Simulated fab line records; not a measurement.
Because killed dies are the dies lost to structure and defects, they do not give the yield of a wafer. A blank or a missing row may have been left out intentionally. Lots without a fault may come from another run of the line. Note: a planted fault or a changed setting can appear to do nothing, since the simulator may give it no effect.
Which tool was responsible? || flow berkeley-cmos170 || 42 wafers from 14 lots sampled at 5 of the route's 331 steps

## WHAT EACH GAUGE READ, for each wafer
UCB170_CONTACT_CD_MEAS_90: the cd target is 700 nm. Usual: cd-nm at 699.9 nm, with a standard deviation of 1.6.
{"lot": "L232", "measured": "day 7 21:22", "on": "cd-sem-02", "cd-nm (nm)": "698.0 697.4 698.6", "flag": ""}
{"lot": "L231", "measured": "day 7 22:44", "on": "cd-sem-01", "cd-nm (nm)": "700.1 700.6 700.9", "flag": ""}
{"lot": "L233", "measured": "day 8 01:34", "on": "cd-sem-02", "cd-nm (nm)": "697.3 699.9 698.9", "flag": ""}
{"lot": "L234", "measured": "day 8 07:47", "on": "cd-sem-01", "cd-nm (nm)": "699.8 699.1 698.5", "flag": ""}
{"lot": "L238", "measured": "day 8 09:16", "on": "cd-sem-01", "cd-nm (nm)": "696.6 698.7 697.3", "flag": ""}
{"lot": "L237", "measured": "day 8 13:15", "on": "cd-sem-02", "cd-nm (nm)": "700.7 701.7 699.3", "flag": ""}
{"lot": "L240", "measured": "day 9 02:40", "on": "cd-sem-02", "cd-nm (nm)": "699.6 698.9 701.1", "flag": ""}
{"lot": "L242", "measured": "day 9 17:03", "on": "cd-sem-02", "cd-nm (nm)": "701.8 702.7 702.7", "flag": ""}
{"lot": "L246", "measured": "day 11 01:11", "on": "cd-sem-01", "cd-nm (nm)": "700.0 701.2 700.1", "flag": ""}
{"lot": "L245", "measured": "day 11 03:34", "on": "cd-sem-02", "cd-nm (nm)": "701.0 700.7 701.7", "flag": ""}
{"lot": "L248", "measured": "day 11 04:08", "on": "cd-sem-02", "cd-nm (nm)": "702.7 701.9 700.6", "flag": ""}
{"lot": "L252", "measured": "day 11 22:20", "on": "cd-sem-01", "cd-nm (nm)": "703.4 703.6 701.9", "flag": ""}
{"lot": "L251", "measured": "day 12 00:41", "on": "cd-sem-01", "cd-nm (nm)": "699.1 697.6 698.5", "flag": ""}
{"lot": "L253", "measured": "day 12 13:59", "on": "cd-sem-02", "cd-nm (nm)": "699.6 701.9 703.0", "flag": ""}

UCB170_V2_THK_MEAS_01. Usual: for V2_TEOS_THK the level is 1998 nm and the standard deviation is 25.
{"lot": "L232", "measured": "day 8 08:40", "on": "film-metro-02", "V2_TEOS_THK (nm)": "1978 1964 2008", "flag": ""}
{"lot": "L231", "measured": "day 8 09:20", "on": "film-metro-04", "V2_TEOS_THK (nm)": "1959 1976 2021", "flag": ""}
{"lot": "L233", "measured": "day 8 21:08", "on": "film-metro-03", "V2_TEOS_THK (nm)": "2000 2005 2012", "flag": ""}
{"lot": "L234", "measured": "day 8 20:48", "on": "film-metro-03", "V2_TEOS_THK (nm)": "2024 2047 2061", "flag": ""}
{"lot": "L238", "measured": "day 8 21:38", "on": "film-metro-04", "V2_TEOS_THK (nm)": "2058 2033 2041", "flag": ""}
{"lot": "L237", "measured": "day 9 05:49", "on": "film-metro-02", "V2_TEOS_THK (nm)": "1975 1982 2020", "flag": ""}
{"lot": "L240", "measured": "day 9 13:47", "on": "film-metro-04", "V2_TEOS_THK (nm)": "1981 1526 1560", "flag": "OFF"}
{"lot": "L242", "measured": "day 10 04:56", "on": "film-metro-03", "V2_TEOS_THK (nm)": "1989 2027 1547", "flag": "OFF"}
{"lot": "L246", "measured": "day 11 18:37", "on": "film-metro-02", "V2_TEOS_THK (nm)": "1979 1972 1996", "flag": ""}
{"lot": "L245", "measured": "day 11 19:08", "on": "film-metro-04", "V2_TEOS_THK (nm)": "1965 1992 2034", "flag": ""}
{"lot": "L248", "measured": "day 11 18:23", "on": "film-metro-03", "V2_TEOS_THK (nm)": "1958 1984 1999", "flag": ""}
{"lot": "L252", "measured": "day 12 13:31", "on": "film-metro-04", "V2_TEOS_THK (nm)": "2008 2035 2016", "flag": ""}
{"lot": "L251", "measured": "day 12 14:23", "on": "film-metro-04", "V2_TEOS_THK (nm)": "2009 2047 2023", "flag": ""}
{"lot": "L253", "measured": "day 13 02:02", "on": "film-metro-02", "V2_TEOS_THK (nm)": "1961 1973 1991", "flag": ""}

UCB170_V2_THK_MEAS_04. Usual: for V2_POLISHED_THK the level is 1000.5 nm and the standard deviation is 0.86.
{"lot": "L232", "measured": "day 8 09:08", "on": "film-metro-03", "V2_POLISHED_THK (nm)": "1000.6 1000.2 998.3", "flag": ""}
{"lot": "L231", "measured": "day 8 09:49", "on": "film-metro-02", "V2_POLISHED_THK (nm)": "1000.1 999.5 999.9", "flag": ""}
{"lot": "L233", "measured": "day 8 21:37", "on": "film-metro-03", "V2_POLISHED_THK (nm)": "1000.3 999.3 1000.2", "flag": ""}
{"lot": "L234", "measured": "day 8 21:17", "on": "film-metro-02", "V2_POLISHED_THK (nm)": "1001.2 1001.5 1000.7", "flag": ""}
{"lot": "L238", "measured": "day 8 22:07", "on": "film-metro-03", "V2_POLISHED_THK (nm)": "1000.8 1000.6 999.2", "flag": ""}
{"lot": "L237", "measured": "day 9 06:18", "on": "film-metro-03", "V2_POLISHED_THK (nm)": "1001.9 1000.1 1001.0", "flag": ""}
{"lot": "L240", "measured": "day 9 14:16", "on": "film-metro-04", "V2_POLISHED_THK (nm)": "1000.2 566.4 568.7", "flag": "OFF"}
{"lot": "L242", "measured": "day 10 05:25", "on": "film-metro-03", "V2_POLISHED_THK (nm)": "1000.9 1000.3 560.7", "flag": "OFF"}
{"lot": "L246", "measured": "day 11 19:06", "on": "film-metro-02", "V2_POLISHED_THK (nm)": "1000.8 1000.2 1002.8", "flag": ""}
{"lot": "L245", "measured": "day 11 19:37", "on": "film-metro-04", "V2_POLISHED_THK (nm)": "1001.6 1001.0 1000.9", "flag": ""}
{"lot": "L248", "measured": "day 11 18:52", "on": "film-metro-03", "V2_POLISHED_THK (nm)": "1000.9 1003.1 1002.3", "flag": ""}
{"lot": "L252", "measured": "day 12 13:59", "on": "film-metro-02", "V2_POLISHED_THK (nm)": "1002.0 1001.5 1002.3", "flag": ""}
{"lot": "L251", "measured": "day 12 14:52", "on": "film-metro-04", "V2_POLISHED_THK (nm)": "1000.8 1000.9 1000.4", "flag": ""}
{"lot": "L253", "measured": "day 13 02:31", "on": "film-metro-03", "V2_POLISHED_THK (nm)": "1001.5 999.9 1000.2", "flag": ""}

## WHICH TOOL RAN EACH LOT (tool, then ch and the chambers of the sampled wafers, then the start)
{"lot": "L232", "UCB170_M2_STRIP_07": "plasma-asher-01 ch 0,1, day 8 06:32", "UCB170_V2_CVD_00": "pecvd-01 ch 0,2, day 8 08:30"}
{"lot": "L231", "UCB170_M2_STRIP_07": "plasma-asher-04 ch 0,1, day 8 06:38", "UCB170_V2_CVD_00": "pecvd-03 ch 0,1,2, day 8 09:11"}
{"lot": "L233", "UCB170_M2_STRIP_07": "plasma-asher-02 ch 0,1, day 8 18:49", "UCB170_V2_CVD_00": "pecvd-03 ch 0,2, day 8 20:59"}
{"lot": "L234", "UCB170_M2_STRIP_07": "plasma-asher-04 ch 0,1, day 8 18:26", "UCB170_V2_CVD_00": "pecvd-04 ch 0,1,2, day 8 20:41"}
{"lot": "L238", "UCB170_M2_STRIP_07": "plasma-asher-04 ch 0,1, day 8 19:46", "UCB170_V2_CVD_00": "pecvd-04 ch 0,1,2, day 8 21:32"}
{"lot": "L237", "UCB170_M2_STRIP_07": "plasma-asher-02 ch 0,1, day 9 03:56", "UCB170_V2_CVD_00": "pecvd-04 ch 0,2, day 9 05:40"}
{"lot": "L240", "UCB170_M2_STRIP_07": "plasma-asher-04 ch 0,1, day 9 11:46", "UCB170_V2_CVD_00": "pecvd-03 ch 1,2, day 9 13:37"}
{"lot": "L242", "UCB170_M2_STRIP_07": "plasma-asher-04 ch 0,1, day 10 03:05", "UCB170_V2_CVD_00": "pecvd-03 ch 0,1, day 10 04:46"}
{"lot": "L246", "UCB170_M2_STRIP_07": "plasma-asher-01 ch 0,1, day 11 14:22", "UCB170_V2_CVD_00": "pecvd-04 ch 0,2, day 11 18:23"}
{"lot": "L245", "UCB170_M2_STRIP_07": "plasma-asher-02 ch 0,1, day 11 15:04", "UCB170_V2_CVD_00": "pecvd-04 ch 0,2, day 11 18:53"}
{"lot": "L248", "UCB170_M2_STRIP_07": "plasma-asher-01 ch 0,1, day 11 14:46", "UCB170_V2_CVD_00": "pecvd-01 ch 0,1, day 11 18:14"}
{"lot": "L252", "UCB170_M2_STRIP_07": "plasma-asher-01 ch 0,1, day 12 10:47", "UCB170_V2_CVD_00": "pecvd-04 ch 1,2, day 12 13:20"}
{"lot": "L251", "UCB170_M2_STRIP_07": "plasma-asher-02 ch 0,1, day 12 11:44", "UCB170_V2_CVD_00": "pecvd-01 ch 0,1,2, day 12 14:13"}
{"lot": "L253", "UCB170_M2_STRIP_07": "plasma-asher-01 ch 0,1, day 12 23:26", "UCB170_V2_CVD_00": "pecvd-04 ch 0,1,2, day 13 01:52"}
- UCB170_M2_STRIP_07: strips in O2.
- UCB170_V2_CVD_00: deposits SiO2 from TEOS/O2, target thk 2000 nm, time 250 s.

## WHAT THE TOOLS THEMSELVES READ (means of the sampled wafers that have a number; where no wafer has one, the mark that the record gives instead)
UCB170_M2_STRIP_07. Usual: drypump-motor-current-A 5.7 A, standard deviation 0.62; oes-product-au 0.735 a.u., standard deviation 0.0047; strip-time-to-endpoint-s 21.99 s, standard deviation 0.072.
{"lot": "L232", "tool": "plasma-asher-01", "drypump-motor-current-A (A)": 5.0, "oes-product-au (a.u.)": 0.738, "strip-time-to-endpoint-s (s)": 21.98, "flag": ""}
{"lot": "L231", "tool": "plasma-asher-04", "drypump-motor-current-A (A)": 6.4, "oes-product-au (a.u.)": 0.742, "strip-time-to-endpoint-s (s)": 21.95, "flag": ""}
{"lot": "L233", "tool": "plasma-asher-02", "drypump-motor-current-A (A)": 5.9, "oes-product-au (a.u.)": 0.738, "strip-time-to-endpoint-s (s)": 21.94, "flag": ""}
{"lot": "L234", "tool": "plasma-asher-04", "drypump-motor-current-A (A)": 6.1, "oes-product-au (a.u.)": 0.736, "strip-time-to-endpoint-s (s)": 21.95, "flag": ""}
{"lot": "L238", "tool": "plasma-asher-04", "drypump-motor-current-A (A)": 6.1, "oes-product-au (a.u.)": 0.732, "strip-time-to-endpoint-s (s)": 22.01, "flag": ""}
{"lot": "L237", "tool": "plasma-asher-02", "drypump-motor-current-A (A)": 5.6, "oes-product-au (a.u.)": 0.737, "strip-time-to-endpoint-s (s)": 22.07, "flag": ""}
{"lot": "L240", "tool": "plasma-asher-04", "drypump-motor-current-A (A)": 6.4, "oes-product-au (a.u.)": 0.734, "strip-time-to-endpoint-s (s)": 22.06, "flag": ""}
{"lot": "L242", "tool": "plasma-asher-04", "drypump-motor-current-A (A)": 6.1, "oes-product-au (a.u.)": 0.727, "strip-time-to-endpoint-s (s)": 21.99, "flag": ""}
{"lot": "L246", "tool": "plasma-asher-01", "drypump-motor-current-A (A)": 5.1, "oes-product-au (a.u.)": 0.739, "strip-time-to-endpoint-s (s)": 21.88, "flag": ""}
{"lot": "L245", "tool": "plasma-asher-02", "drypump-motor-current-A (A)": 5.9, "oes-product-au (a.u.)": 0.735, "strip-time-to-endpoint-s (s)": 22.06, "flag": ""}
{"lot": "L248", "tool": "plasma-asher-01", "drypump-motor-current-A (A)": 5.0, "oes-product-au (a.u.)": 0.733, "strip-time-to-endpoint-s (s)": 21.91, "flag": ""}
{"lot": "L252", "tool": "plasma-asher-01", "drypump-motor-current-A (A)": 5.1, "oes-product-au (a.u.)": 0.734, "strip-time-to-endpoint-s (s)": 22.07, "flag": ""}
{"lot": "L251", "tool": "plasma-asher-02", "drypump-motor-current-A (A)": 5.6, "oes-product-au (a.u.)": 0.731, "strip-time-to-endpoint-s (s)": 21.91, "flag": ""}
{"lot": "L253", "tool": "plasma-asher-01", "drypump-motor-current-A (A)": 5.1, "oes-product-au (a.u.)": 0.733, "strip-time-to-endpoint-s (s)": 21.94, "flag": ""}

UCB170_V2_CVD_00. Usual: heater-power-w at 247 W, with a standard deviation of 57.
{"lot": "L232", "tool": "pecvd-01", "heater-power-w (W)": 262, "flag": ""}
{"lot": "L231", "tool": "pecvd-03", "heater-power-w (W)": 255, "flag": ""}
{"lot": "L233", "tool": "pecvd-03", "heater-power-w (W)": 288, "flag": ""}
{"lot": "L234", "tool": "pecvd-04", "heater-power-w (W)": 185, "flag": ""}
{"lot": "L238", "tool": "pecvd-04", "heater-power-w (W)": 216, "flag": ""}
{"lot": "L237", "tool": "pecvd-04", "heater-power-w (W)": 227, "flag": ""}
{"lot": "L240", "tool": "pecvd-03", "heater-power-w (W)": 313, "flag": ""}
{"lot": "L242", "tool": "pecvd-03", "heater-power-w (W)": 195, "flag": ""}
{"lot": "L246", "tool": "pecvd-04", "heater-power-w (W)": 261, "flag": ""}
{"lot": "L245", "tool": "pecvd-04", "heater-power-w (W)": 198, "flag": ""}
{"lot": "L248", "tool": "pecvd-01", "heater-power-w (W)": 228, "flag": ""}
{"lot": "L252", "tool": "pecvd-04", "heater-power-w (W)": 205, "flag": ""}
{"lot": "L251", "tool": "pecvd-01", "heater-power-w (W)": 265, "flag": ""}
{"lot": "L253", "tool": "pecvd-04", "heater-power-w (W)": 263, "flag": ""}

## THE ANSWER, worked out from the rows above alone
Rule: a lot counts as off when the mean over its wafers that have a number is more than 3 standard deviations away from the usual mean. A lot without any number at a reading at which 4 lots or more have one is off too. Any other lot the step has rows for is counted as sound. First the gauges in route order, then the tools' own readings, where a lot's mean is used as printed above. The first step at which some lot is off is used, and at that step the reading that is off furthest; a lot without a number counts as furthest.
Off: L240, L242, at UCB170_V2_THK_MEAS_01 (V2_TEOS_THK).
A tool fits if, at a process step before that reading, it ran every lot that is off, and no sound lot after the first of them. The gauges at UCB170_V2_THK_MEAS_01 are tried like those tools. Undecided on this evidence; 2 tools fit (plasma-asher-04 at UCB170_M2_STRIP_07, pecvd-03 at UCB170_V2_CVD_00).

## WHAT HAD BEEN PUT IN BY THE SIMULATOR
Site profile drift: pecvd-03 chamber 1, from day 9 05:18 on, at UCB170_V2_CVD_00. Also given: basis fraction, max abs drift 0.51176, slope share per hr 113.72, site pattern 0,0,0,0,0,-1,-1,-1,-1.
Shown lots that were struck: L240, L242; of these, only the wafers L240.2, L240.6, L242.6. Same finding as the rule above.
